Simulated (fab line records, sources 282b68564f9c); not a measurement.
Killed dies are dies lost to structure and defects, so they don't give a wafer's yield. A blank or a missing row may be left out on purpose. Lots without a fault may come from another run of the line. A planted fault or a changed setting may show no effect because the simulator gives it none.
fab line records | flow rit_cmos
record lots=5 wafers=15 last_day=7
route steps=202 shown ACTIVE@1 FOX1@20 FOX2@23 M1@202
lots that met no fault: from a run of the same line without faults
start_h: hours from the record's first day to the start of the lot's first wafer shown | wait_h: hours since the lot's step before | " the same as in the row above | L1.1+2: a row that stands for several wafers | - no value, or no start given | * or withheld: withheld | < > ~ a bound
route shown NAME@n: a module of which the file shows steps, and the number in the route of the first | usual: mean/standard deviation of fault-free wafers | same: alike in all rows | chamber/n: place in a boat | sites: the reading at each site | _std_site: their standard deviation | _edge_site: outer sites' mean less inner sites' | radius_mm: how far each site lies from the wafer's centre | mask NAME#n: copy n | behind: the tool/chamber that last shaped the wafer | hold: why the lot was held/for how many hours/how that ended | device: the transistor (n, p or np) that didn't switch | end of line: the same wafers' tests at the end of the route | a step without rows: its recipe alone | killed: dies lost to structure and defects at the first sort, not the wafer's yield | map: a wafer's dies, x killed, . not, _ none there
set.NAME: the setting as run; set.NAME@STEP: as run at that earlier step | model.NAME: the simulator's own value behind a step, which no gauge read
lots at some steps of the route; a table a step, a row a wafer
services: from which hour (start_h, from the record's first day; less than 0 if before it) a tool's chamber was out of use, for how many hours, and why
## steps
# step RIT_ACTIVE_BOW_MEAS_00
# recipe mode=bow
# usual INCOMING_BOW=0/6.9
# columns lot.wafer tool chamber start_h wait_h INCOMING_BOW[um]
L743.3 film_metro-03 - 45.04 - -4
L743.4 " - " " 0
L743.6 " - " " 19
L750.1 film_metro-03 - 80.00 - 4
L750.4 " - " " 7
L750.6 " - " " -2
L755.1 film_metro-03 - 105.00 - 1
L755.2 " - " " -9
L755.3 " - " " -6
L757.1 film_metro-01 - 115.00 - -6
L757.2 " - " " 5
L757.6 " - " " -3
L759.1 film_metro-04 - 125.00 - -15
L759.3 " - " " 0
L759.4 " - " " 6
# step RIT_ACTIVE_OXIDATION_01
# recipe temp_c=1000 ambient=O2 target_thk_a=468 ox_time_s=3360
# step RIT_ACTIVE_THK_MEAS_02
# recipe reads=SiO2_of_ACTIVE_OXIDATION_01
# usual ACTIVE_OXIDE_THK=46.3/0.83
# columns lot.wafer tool chamber start_h wait_h ACTIVE_OXIDE_THK[nm]
L743.3 film_metro-01 - 47.07 0.0 46.3
L743.4 " - " " 46.7
L743.6 " - " " 46.3
L750.1 film_metro-03 - 82.17 0.0 44.6
L750.4 " - " " 45.1
L750.6 " - " " 45.1
L755.1 film_metro-04 - 108.12 0.0 47.3
L755.2 " - " " 46.5
L755.3 " - " " 46.8
L757.1 film_metro-01 - 118.61 0.0 47.4
L757.2 " - " " 47.0
L757.6 " - " " 47.3
L759.1 film_metro-03 - 127.38 0.0 46.4
L759.3 " - " " 45.7
L759.4 " - " " 45.8
# step RIT_ACTIVE_CVD_03
# recipe material=Si3N4 target_thk_nm=150 temp_c=810 precursor=SiH2Cl2/NH3 time_s=1500 pressure_mtorr=300 sih2cl2_flow_sccm=60 nh3_flow_sccm=150
# usual spike_tc_centre_C=811.2/1.2 spike_tc_load_C=834.7/2.1 spike_tc_source_C=835/3.7 susceptor_temp_C=810.1/0.34
# columns lot.wafer tool chamber start_h wait_h spike_tc_centre_C spike_tc_load_C spike_tc_source_C susceptor_temp_C model.Si3N4_of_ACTIVE_CVD_03.thk_nm
L743.3 lpcvd-02 0 47.11 0.0 812.2 837.8 836 810.1 147.9
L743.4 " 0 " " 811.9 837.5 835 810.5 148.5
L743.6 " 0 " " 810.8 837.6 836 810.6 149.3
L750.1 lpcvd-01 0 82.23 0.1 810.1 833.8 841 810.5 148.5
L750.4 " 0 " " 809.5 834.3 839 810.6 148.3
L750.6 " 0 " " 812.0 834.3 839 810.6 149
L755.1 lpcvd-01 1 108.59 0.5 826.0 851.8 845 825.0 193.9
L755.2 " 1 " " 826.8 853.2 845 825.3 195.2
L755.3 " 1 " " 825.4 853.5 844 824.6 194.9
L757.1 lpcvd-02 1 118.67 0.1 812.1 832.5 833 810.1 150.5
L757.2 " 1 " " 813.9 833.5 833 810.2 150.9
L757.6 " 1 " " 813.4 832.4 833 809.4 150.9
L759.1 lpcvd-01 0 127.44 0.1 810.9 833.9 838 809.3 152.1
L759.3 " 0 " " 811.9 833.1 838 810.2 151.4
L759.4 " 0 " " 812.0 832.8 839 809.8 150.9
# step RIT_ACTIVE_THK_MEAS_04
# recipe reads=Si3N4_of_ACTIVE_CVD_03
# usual ACTIVE_NITRIDE_THK=150.0/1.8
# columns lot.wafer tool chamber start_h wait_h ACTIVE_NITRIDE_THK[nm]
L743.3 film_metro-04 - 49.26 0.0 148.0
L743.4 " - " " 148.6
L743.6 " - " " 149.3
L750.1 film_metro-04 - 83.65 0.0 148.5
L750.4 " - " " 148.2
L750.6 " - " " 149.1
L755.1 film_metro-01 - 110.01 0.0 194.1
L755.2 " - " " 195.2
L755.3 " - " " 194.7
L757.1 film_metro-01 - 120.80 0.0 150.7
L757.2 " - " " 150.9
L757.6 " - " " 151.0
L759.1 film_metro-03 - 128.86 0.0 152.1
L759.3 " - " " 151.3
L759.4 " - " " 150.8
# step RIT_ACTIVE_HMDS_05
# recipe prime_time_s=60 prime_temp_c=140
# step RIT_ACTIVE_COAT_06
# recipe resist=NOVOLAK spin_rpm=3250 resist_thk_nm=1000
# step RIT_ACTIVE_SOFTBAKE_07
# recipe resist=NOVOLAK temp_c=90 time_s=60
# step RIT_ACTIVE_EXPOSE_08
# recipe mask_id=M1 na=0.6 source_shape=conventional sigma_outer=0.6 target_cd_nm=1400 dose_mj=225
# step RIT_ACTIVE_PEB_09
# recipe resist=NOVOLAK temp_c=withheld time_s=withheld
# step RIT_ACTIVE_DEVELOP_10
# recipe resist=NOVOLAK develop_time_s=50 dev_temp_c=23
# step RIT_ACTIVE_CD_MEAS_11
# recipe target_cd_nm=1400
# usual cd_nm=1400.1/1.9
# columns lot.wafer tool chamber start_h wait_h cd_nm
L743.3 cd_sem-02 - 50.31 - 1398.6
L743.4 " - " " 1398.3
L743.6 " - " " 1399.7
L750.1 cd_sem-02 - 84.56 - 1399.0
L750.4 " - " " 1399.6
L750.6 " - " " 1399.6
L755.1 cd_sem-01 - 110.92 - 1398.0
L755.2 " - " " 1399.8
L755.3 " - " " 1400.2
L757.1 cd_sem-02 - 121.71 - 1400.5
L757.2 " - " " 1403.9
L757.6 " - " " 1400.5
L759.1 cd_sem-01 - 129.89 - 1400.8
L759.3 " - " " 1399.6
L759.4 " - " " 1400.0
# step RIT_ACTIVE_HARDBAKE_12
# recipe resist=NOVOLAK temp_c=140 time_s=60
# step RIT_ACTIVE_ETCH_13
# recipe stop_on=SiO2 chemistry=SF6 target=Si3N4 time_s=210 over_etch_frac=0.4 SF6_flow_sccm=200 pressure_mtorr=260 rf_w=125 target_depth_a=2100
# usual drypump_motor_current_A=5.8/0.47 oes_product_au=0.824/0.0099 throttle_valve_pct=7.47/0.14
# columns lot.wafer tool chamber start_h wait_h drypump_motor_current_A oes_product_au rf_hours_counter_h throttle_valve_pct model.etch.depth_nm model.ACTIVE.feature_depth_nm
L743.3 rie_diel-04 3 50.54 0.1 6.5 0.824 120 7.49 147.9 148
L743.4 " 0 " " 5.2 0.816 25 7.60 148.5 148.5
L743.6 " 1 " " 6.0 0.817 - 7.38 149.3 149.3
L750.1 rie_diel-02 1 84.83 0.1 5.8 0.831 3 7.52 148.5 148.9
L750.4 " 2 " " 6.6 0.841 124 7.33 148.3 148.3
L750.6 " 2 " " 6.6 0.839 - 7.34 149 149
L755.1 rie_diel-02 0 111.29 0.1 5.5 0.941 38 7.40 193.9 193.9
L755.2 " 1 " " 5.8 0.972 3 7.53 195.2 195.6
L755.3 " 3 " " 5.7 0.949 3 7.27 194.9 194.9
L757.1 rie_diel-03 1 121.98 0.1 6.3 0.830 77 7.51 150.5 150.5
L757.2 " 0 " " 5.8 0.820 104 7.57 150.9 150.9
L757.6 " 1 " " 6.3 0.835 - 7.52 150.9 150.9
L759.1 rie_diel-03 2 130.16 0.1 5.0 0.827 43 7.71 152.1 152.2
L759.3 " 1 " " 6.3 0.828 77 7.51 151.4 151.4
L759.4 " 0 " " 5.8 0.821 104 7.56 150.9 150.9
# step RIT_ACTIVE_STRIP_14
# recipe chemistry=O2 time_s=180 resist=NOVOLAK platen_temp_c=withheld power_w=500 pressure_mtorr=4000 o2_flow_sccm=4000
# usual drypump_motor_current_A=5.8/0.48
# columns lot.wafer tool chamber start_h wait_h drypump_motor_current_A rf_hours_counter_h
L743.3 plasma_asher-03 0 50.73 0.1 5.2 -
L743.4 " 1 " " 6.1 -
L743.6 " 0 " " 5.1 -
L750.1 plasma_asher-03 1 84.96 0.1 6.1 45
L750.4 " 1 " " 6.1 -
L750.6 " 0 " " 5.1 -
L755.1 plasma_asher-02 1 111.43 0.1 5.1 30
L755.2 " 0 " " 6.1 30
L755.3 " 0 " " 6.1 -
L757.1 plasma_asher-02 0 122.11 0.1 6.1 32
L757.2 " 1 " " 5.1 32
L757.6 " 1 " " 5.1 -
L759.1 plasma_asher-03 0 130.30 0.1 5.1 50
L759.3 " 0 " " 5.1 -
L759.4 " 1 " " 6.1 -
# step RIT_ACTIVE_CD_MEAS_90
# recipe target_cd_nm=1400
# usual cd_nm=1400.1/1.9
# columns lot.wafer tool chamber start_h wait_h cd_nm
L743.3 cd_sem-01 - 50.89 0.1 1399.0
L743.4 " - " " 1398.9
L743.6 " - " " 1399.6
L750.1 cd_sem-02 - 85.14 0.1 1399.2
L750.4 " - " " 1399.8
L750.6 " - " " 1399.4
L755.1 cd_sem-02 - 111.60 0.1 1397.8
L755.2 " - " " 1399.3
L755.3 " - " " 1400.1
L757.1 cd_sem-02 - 122.29 0.1 1400.7
L757.2 " - " " 1404.1
L757.6 " - " " 1400.4
L759.1 cd_sem-02 - 130.47 0.1 1400.5
L759.3 " - " " 1399.8
L759.4 " - " " 1399.9
# step RIT_ACTIVE_CLEAN_15
# recipe chemistry=SC1 mix=3:3:50 time_s=600 temp_c=75
# step RIT_ACTIVE_CLEAN_16
# recipe chemistry=dHF dilution=50:1 time_s=30
# step RIT_ACTIVE_CLEAN_17
# recipe chemistry=SC2 mix=3:3:50 time_s=600 temp_c=75 dry=n2_spin
# step RIT_FOX1_OXIDATION_00
# recipe temp_c=1100 ambient=H2O target_thk_a=3507 p_h2o_torr=720 ox_time_s=1130
# step RIT_FOX1_THK_MEAS_01
# recipe reads=SiO2_of_FOX1_OXIDATION_00
# usual FOX1_OXIDE_THK=346/6
# columns lot.wafer tool chamber start_h wait_h FOX1_OXIDE_THK[nm]
L743.3 film_metro-02 - 52.67 0.0 346
L743.4 " - " " 347
L743.6 " - " " 338
L750.1 film_metro-01 - 87.38 0.0 344
L750.4 " - " " 351
L750.6 " - " " 344
L755.1 film_metro-02 - 113.40 0.0 346
L755.2 " - " " 344
L755.3 " - " " 339
L757.1 film_metro-01 - 124.49 0.0 351
L757.2 " - " " 355
L757.6 " - " " 356
L759.1 film_metro-02 - 132.27 0.0 345
L759.3 " - " " 348
L759.4 " - " " 347
# step RIT_FOX1_WET_ETCH_02
# recipe chemistry=BOE target_depth_nm=350 time_s=390 temp_c=21.5 dry=n2_spin dilution=10:1 target=SiO2
# step RIT_FOX2_OXIDATION_00
# recipe temp_c=1100 ambient=H2O target_thk_a=3507 p_h2o_torr=720 ox_time_s=1130
# step RIT_FOX2_THK_MEAS_01
# recipe reads=SiO2_of_FOX2_OXIDATION_00
# usual FOX2_OXIDE_THK=345/6.9
# columns lot.wafer tool chamber start_h wait_h FOX2_OXIDE_THK[nm]
L743.3 film_metro-02 - 55.19 0.0 342
L743.4 " - " " 346
L743.6 " - " " 351
L750.1 film_metro-03 - 93.50 0.0 357
L750.4 " - " " 357
L750.6 " - " " 357
L755.1 film_metro-02 - 114.89 0.0 352
L755.2 " - " " 351
L755.3 " - " " 349
L757.1 film_metro-03 - 126.06 0.0 355
L757.2 " - " " 349
L757.6 " - " " 351
L759.1 film_metro-04 - 133.77 0.0 349
L759.3 " - " " 351
L759.4 " - " " 351
# step RIT_FOX2_CLEAN_02
# recipe chemistry=dHF dilution=50:1 time_s=180
# columns lot.wafer tool chamber start_h wait_h model.Si3N4_of_ACTIVE_CVD_03.thk_nm
L743.3 wet_bench-01 3 55.23 0.0 128.7
L743.4 " 3 " " 129.3
L743.6 " 3 " " 130.1
L750.1 wet_bench-03 1 93.56 0.1 129.3
L750.4 " 1 " " 129.1
L750.6 " 1 " " 129.8
L755.1 wet_bench-01 0 114.95 0.1 174.7
L755.2 " 0 " " 176
L755.3 " 0 " " 175.6
L757.1 wet_bench-01 1 126.12 0.1 131.3
L757.2 " 1 " " 131.6
L757.6 " 1 " " 131.7
L759.1 wet_bench-03 0 133.83 0.1 133
L759.3 " 0 " " 132.2
L759.4 " 0 " " 131.8
# step RIT_FOX2_WET_ETCH_03
# recipe chemistry=H3PO4 target=Si3N4 target_depth_nm=195 temp_c=165 time_s=2700
# step RIT_M1_PROBE_99
# usual killed_at_contacts=0.1/0.23 killed_at_front_end=7/3 killed_dies=7/3.1 killed_on_rim=1.9/1.5 killed_open=3.3/2.1 killed_short=3.3/2
# same gross_dies=264 killed_at_M0_to_M3=0 killed_at_M4_up=0 killed_at_back_side=0 killed_at_other=0
# columns lot.wafer tool chamber start_h wait_h killed_at_contacts killed_at_front_end killed_dies killed_on_rim killed_open killed_short model.etest.nldd.width_nm model.etest.pldd.width_nm model.etest.nplus_sal.width_nm model.etest.pplus_sal.width_nm
L743.3 prober-01 - 95.22 0.2 0 4 4 1 2 2 3188 3208 3464 3439
L743.4 prober-01 - 95.27 0.2 0 5 5 0 2 3 3166 3184 3450 3454
L743.6 prober-01 - 95.37 0.2 0 7 7 2 4 3 3203 3201 3443 3444
L750.1 prober-02 - 137.57 0.1 0 4 4 1 2 2 3180 3194 3465 3465
L750.4 prober-02 - 137.72 0.2 0 8 8 2 1 7 3174 3178 3452 3469
L750.6 prober-02 - 137.82 0.2 0 5 5 2 1 4 3199 3186 3458 3445
L755.1 prober-01 - 157.19 0.1 0 4 4 2 3 1 3198 3204 3489 3480
L755.2 prober-01 - 157.24 0.1 1 6 7 2 5 2 3233 3236 3481 3480
L755.3 prober-01 - 157.29 0.2 0 9 9 4 5 4 3244 3229 3490 3465
L757.1 prober-01 - 165.05 0.1 0 5 5 2 2 3 3180 3165 3439 3450
L757.2 prober-01 - 165.10 0.1 0 4 4 0 2 2 3188 3199 3441 3446
L757.6 prober-01 - 165.30 0.2 0 6 6 3 4 2 3189 3174 3457 3432
L759.1 prober-01 - 172.94 0.1 0 5 5 2 1 4 3176 3213 3451 3439
L759.3 prober-01 - 173.04 0.2 0 7 7 1 4 3 3185 3190 3473 3461
L759.4 prober-01 - 173.09 0.2 0 8 8 3 5 3 3195 3204 3473 3439
# killed by level:class
L743.3 ACTIVE:geometric_particle:open=1 FOX1:geometric_particle:open=1 FOX1:geometric_particle:short=1 GATE:geometric_particle:short=1
L743.4 GATE:geometric_particle:short=2 FOX2:geometric_particle:open=1 REOX:geometric_particle:short=1 SILICIDE:geometric_particle:open=1
L743.6 GATE:geometric_particle:open=3 GATE:geometric_particle:short=1 SPACER:geometric_particle:short=1 SILICIDE:geometric_particle:open=1 SILICIDE:geometric_particle:short=1
L750.1 REOX:geometric_particle:open=2 FOX1:geometric_particle:short=1 SILICIDE:geometric_particle:short=1
L750.4 SPACER:geometric_particle:short=3 FOX1:geometric_particle:short=2 FOX1:geometric_particle:open=1 GATE:geometric_particle:short=1 REOX:geometric_particle:short=1
L750.6 GATE:geometric_particle:short=2 FOX1:geometric_particle:short=1 FOX2:geometric_particle:short=1 GATE:geometric_particle:open=1
L755.1 FOX2:geometric_particle:open=2 FOX1:geometric_particle:short=1 GATE:geometric_particle:open=1
L755.2 SPACER:geometric_particle:open=2 FOX1:geometric_particle:short=1 FOX1:geometric_particle:open=1 SPACER:geometric_particle:short=1 SILICIDE:geometric_particle:open=1 CONTACT:geometric_particle:open=1
L755.3 GATE:geometric_particle:short=2 GATE:geometric_particle:open=2 REOX:geometric_particle:short=2 REOX:geometric_particle:open=1 SPACER:geometric_particle:open=1 SILICIDE:geometric_particle:open=1
L757.1 FOX1:geometric_particle:open=2 SPACER:geometric_particle:short=2 SILICIDE:geometric_particle:short=1
L757.2 FOX1:geometric_particle:open=1 FOX1:geometric_particle:short=1 GATE:geometric_particle:open=1 SPACER:geometric_particle:short=1
L757.6 FOX1:geometric_particle:open=3 SILICIDE:geometric_particle:short=2 SILICIDE:geometric_particle:open=1
L759.1 SILICIDE:geometric_particle:short=2 FOX1:geometric_particle:short=1 REOX:geometric_particle:open=1 SPACER:geometric_particle:short=1
L759.3 FOX1:geometric_particle:open=2 FOX1:geometric_particle:short=1 FOX2:geometric_particle:open=1 GATE:geometric_particle:short=1 REOX:geometric_particle:open=1 SPACER:geometric_particle:short=1
L759.4 GATE:geometric_particle:open=2 SPACER:geometric_particle:short=2 SILICIDE:geometric_particle:open=2 GATE:geometric_particle:short=1 REOX:geometric_particle:open=1
## services
# columns tool chamber start_h hours kind
plasma_asher-02 - 25.15 1.0 repair
rie_diel-03 - 43.61 0.3 repair
rie_diel-04 - 44.32 1.1 repair
rie_diel-03 2 51.61 5.6 repair
rie_diel-04 1 72.82 5.1 repair
rie_diel-03 3 79.51 4.0 repair
plasma_asher-03 - 86.78 4.0 pm
rie_diel-02 - 94.44 2.3 repair
rie_diel-03 - 102.42 0.3 repair
rie_diel-02 3 116.31 9.5 repair
wet_bench-01 - 133.03 1.9 repair
lpcvd-01 - 133.68 0.8 pm
## key
first_sign step=RIT_ACTIVE_CVD_03 reading=susceptor_temp_C direction=up sigmas=44 usual=* struck=*
effect step=RIT_ACTIVE_CVD_03 reading=spike_tc_centre_C direction=up sigmas=12 usual=811.2 struck=826.1
effect step=RIT_ACTIVE_THK_MEAS_04 reading=ACTIVE_NITRIDE_THK direction=up sigmas=25 usual=150.0 struck=194.6
effect step=RIT_ACTIVE_ETCH_13 reading=oes_product_au direction=up sigmas=13 usual=0.824 struck=0.954
model_effect step=RIT_ACTIVE_CVD_03 value=Si3N4_of_ACTIVE_CVD_03.thk_nm without=149.5 struck=194.7
model_effect step=RIT_ACTIVE_ETCH_13 value=etch.depth_nm without=149.5 struck=194.7
model_effect step=RIT_FOX2_CLEAN_02 value=Si3N4_of_ACTIVE_CVD_03.thk_nm without=130.2 struck=175.4
model_effect step=RIT_M1_PROBE_99 value=etest.nldd.width_nm without=3182 struck=3225
met_at RIT_ACTIVE_CVD_03
struck_wafers L755.1,L755.2,L755.3
tester_left_out L755
fault kind=process_parameter_drift tool=lpcvd-01 chamber=1 onset_h=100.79 steps=RIT_ACTIVE_CVD_03 channel=temp_c offset=* shape=step end_h=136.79 acts_in=* stated=*
# tester_left_out: of these lots the tester's yield and bins aren't shown, on N5 and GAA mostly nor the transistor test; their killed dies are dies lost to structure and defects alone, not to doping, threshold or leakage, so they don't give the yield
